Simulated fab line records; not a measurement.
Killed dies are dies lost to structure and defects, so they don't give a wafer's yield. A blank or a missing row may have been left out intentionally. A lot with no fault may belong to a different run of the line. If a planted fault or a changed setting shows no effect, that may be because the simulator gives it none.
One fault seen from 2 desks || flow ritCmos || what lay behind the numbers comes last; until then each desk has only its own

## DESK OF THE TOOL OWNER: pvdSputter-03
The tool's own readings at RIT_SILICIDE_SPUTTER_01 (material Ti, target thk 30 nm, time 240 s): means of the sampled wafers that have a number, for each lot that ran on this tool. The brackets show how far a lot's mean lies from the usual mean; more than 4 standard deviations puts the lot out of limits, marked OUT.
Columns: A = throttleValvePct at RIT_SILICIDE_SPUTTER_01, usual 30.3 %
{"lot": "L571", "first seen here": "day 3 02:11", "A": 29.9}
{"lot": "L573", "first seen here": "day 3 15:03", "A": 29.6}
{"lot": "L575", "first seen here": "day 3 22:00", "A": 30.2}
{"lot": "L578", "first seen here": "day 4 13:18", "A": 30.6}
{"lot": "L580", "first seen here": "day 4 22:16", "A": 30.2}
{"lot": "L582", "first seen here": "day 5 09:29", "A": 30.1}
{"lot": "L588", "first seen here": "day 6 19:04", "A": 31.5}
{"lot": "L590", "first seen here": "day 7 03:46", "A": 30.9}
Finding of this desk: none of the 8 lots has anything out of limits.

## FROM THE METROLOGY DESK
Lot by lot, what the gauges showed, no matter which tool ran the lot: averages of those sampled wafers that carry a number. The brackets show how far a lot's mean lies from the usual mean; more than 4 standard deviations puts the lot out of limits, marked OUT.
Columns: A = INCOMING_BOW at RIT_ACTIVE_BOW_MEAS_00, usual 0 um; B = FIELD_OXIDE_LEFT_1_THK at RIT_FOX2_THK_MEAS_90, usual 326 nm; C = cdNm at RIT_GATE_CD_MEAS_90, usual 149.4 nm; D = SILICIDE_TI_RS at RIT_SILICIDE_RS_MEAS_02, usual 48.0 ohm/sq; E = SILICIDE_TI_THK at RIT_SILICIDE_THK_MEAS_03, usual 30.3 nm
{"lot": "L571", "first seen here": "day 1 10:01", "A": -1, "B": 331, "C": 150.5, "D": 47.5, "E": 30.6}
{"lot": "L573", "first seen here": "day 1 20:02", "A": -1, "B": 323, "C": 148.2, "D": 48.7, "E": 30.0}
{"lot": "L574", "first seen here": "day 2 01:00", "A": 7, "B": 331, "C": 150.5, "D": 47.8, "E": 30.2}
{"lot": "L575", "first seen here": "day 2 06:00", "A": -3, "B": 332, "C": 149.2, "D": 49.2, "E": 29.7}
{"lot": "L576", "first seen here": "day 2 11:00", "A": 6, "B": 332, "C": 148.9, "D": 47.3, "E": 30.6}
{"lot": "L578", "first seen here": "day 2 21:00", "A": -1, "B": 331, "C": 152.8, "D": 48.9, "E": 30.1}
{"lot": "L580", "first seen here": "day 3 07:01", "A": 3, "B": 333, "C": 147.7, "D": 46.8, "E": 31.0}
{"lot": "L581", "first seen here": "day 3 12:00", "A": 4, "B": 336, "C": 152.7, "D": 46.9, "E": 31.0}
{"lot": "L582", "first seen here": "day 3 17:01", "A": 2, "B": 320, "C": 146.1, "D": 48.7, "E": 29.6}
{"lot": "L588", "first seen here": "day 4 23:00", "A": 3, "B": 319, "C": 147.8, "D": "65.7 (+22) OUT", "E": "23.5 (-15) OUT"}
{"lot": "L590", "first seen here": "day 5 09:00", "A": -0, "B": 323, "C": 147.5, "D": "64.4 (+21) OUT", "E": "23.9 (-14) OUT"}
{"lot": "L591", "first seen here": "day 5 14:02", "A": -3, "B": 320, "C": 148.9, "D": 48.8, "E": 30.0}
{"lot": "L593", "first seen here": "day 6 00:00", "A": 4, "B": 329, "C": 144.6, "D": 48.2, "E": 30.1}
{"lot": "L594", "first seen here": "day 6 05:00", "A": 8, "B": 322, "C": 154.1, "D": 47.8, "E": 30.6}
This desk's finding: out of limits on L588, L590; first on L588, day 6 19:13 (SILICIDE_TI_RS at RIT_SILICIDE_RS_MEAS_02). Within limits: L571, L573, L574, L575, L576, L578, L580, L581, L582, L591, L593, L594.

## ALL TOGETHER
The metrology desk could have raised an alarm at day 6 19:13, on L588, L590.
Nothing out of limits was seen by the tool owner's desk.
On record at the tool owner's desk: L588, L590, within its limits.
The lots listed all ran RIT_SILICIDE_SPUTTER_01 on pvdSputter-03.

## WHAT THE SIMULATOR HAD PUT IN
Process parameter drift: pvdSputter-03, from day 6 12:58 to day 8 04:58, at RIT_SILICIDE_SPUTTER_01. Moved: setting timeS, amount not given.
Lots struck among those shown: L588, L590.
Delay in hours, fault start to first out-of-limits reading, per desk: metrology desk 6.
